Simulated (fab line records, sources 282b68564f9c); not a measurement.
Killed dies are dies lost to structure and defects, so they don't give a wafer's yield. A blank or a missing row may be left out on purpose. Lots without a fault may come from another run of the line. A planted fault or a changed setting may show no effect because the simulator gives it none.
Which tool did it? | flow rit_cmos | 7 lots, 21 wafers sampled, at 2 steps of a route of 202

WHAT THE GAUGES READ, wafer by wafer
RIT_GATE_THK_MEAS_09.
lot  | measured    | on            | GATE_POLY_THK (nm)
L308 | day 3 19:56 | film_metro-02 | 248.6 247.7 247.1
L310 | day 4 00:49 | film_metro-04 | 246.6 248.3 248.5
L313 | day 4 16:05 | film_metro-01 | 246.4 247.2 248.4
L316 | day 5 05:17 | film_metro-04 | 244.9 247.5 246.9
L321 | day 6 06:29 | film_metro-01 | 270.9 270.5 272.3 271.0 270.7 272.1
L324 | day 6 20:16 | film_metro-04 | 251.2 250.6 251.8
L326 | day 7 07:58 | film_metro-02 | 248.5 247.4 250.3

WHICH TOOL RAN EACH LOT (tool, then ch and the chambers of the sampled wafers, then the start)
lot  | RIT_GATE_CVD_08
L308 | lpcvd-02 ch 0, day 3 18:19
L310 | lpcvd-02 ch 1, day 3 23:12
L313 | lpcvd-01 ch 1, day 4 14:28
L316 | lpcvd-02 ch 1, day 5 03:38
L321 | lpcvd-02 ch 0, day 6 04:50
L324 | lpcvd-01 ch 1, day 6 18:38
L326 | lpcvd-01 ch 1, day 7 06:19
- RIT_GATE_CVD_08: deposits poly-Si from SiH4, target thk 250 nm, time 2220 s.

THE ANSWER, worked out from the rows above alone
Rule: what is usual is taken from the lots themselves. Put in order of their means at a reading, lots are off if they are a third of the lots or fewer, leave a main group of 4 or more, and stand apart from it by a gap of 3 or more times the standard deviation of the main group's means; of several such gaps the widest counts. A main group whose means are all the same, to the digits that the tables above print for the reading, isn't used. A lot without any number at a reading at which 4 lots or more have one is off too. The other lots that the step has rows for count as sound.
Off: L321, at RIT_GATE_THK_MEAS_09 (GATE_POLY_THK). The main group: mean 248.2 nm, standard deviation 1.5.
A tool fits if, at a process step before that reading, it ran every lot that is off, and no sound lot after the first of them. The gauges at RIT_GATE_THK_MEAS_09 are tried like those tools. Can't be told from this: 2 tools fit, lpcvd-02 at RIT_GATE_CVD_08, film_metro-01 at RIT_GATE_THK_MEAS_09.

WHAT THE SIMULATOR HAD PUT IN
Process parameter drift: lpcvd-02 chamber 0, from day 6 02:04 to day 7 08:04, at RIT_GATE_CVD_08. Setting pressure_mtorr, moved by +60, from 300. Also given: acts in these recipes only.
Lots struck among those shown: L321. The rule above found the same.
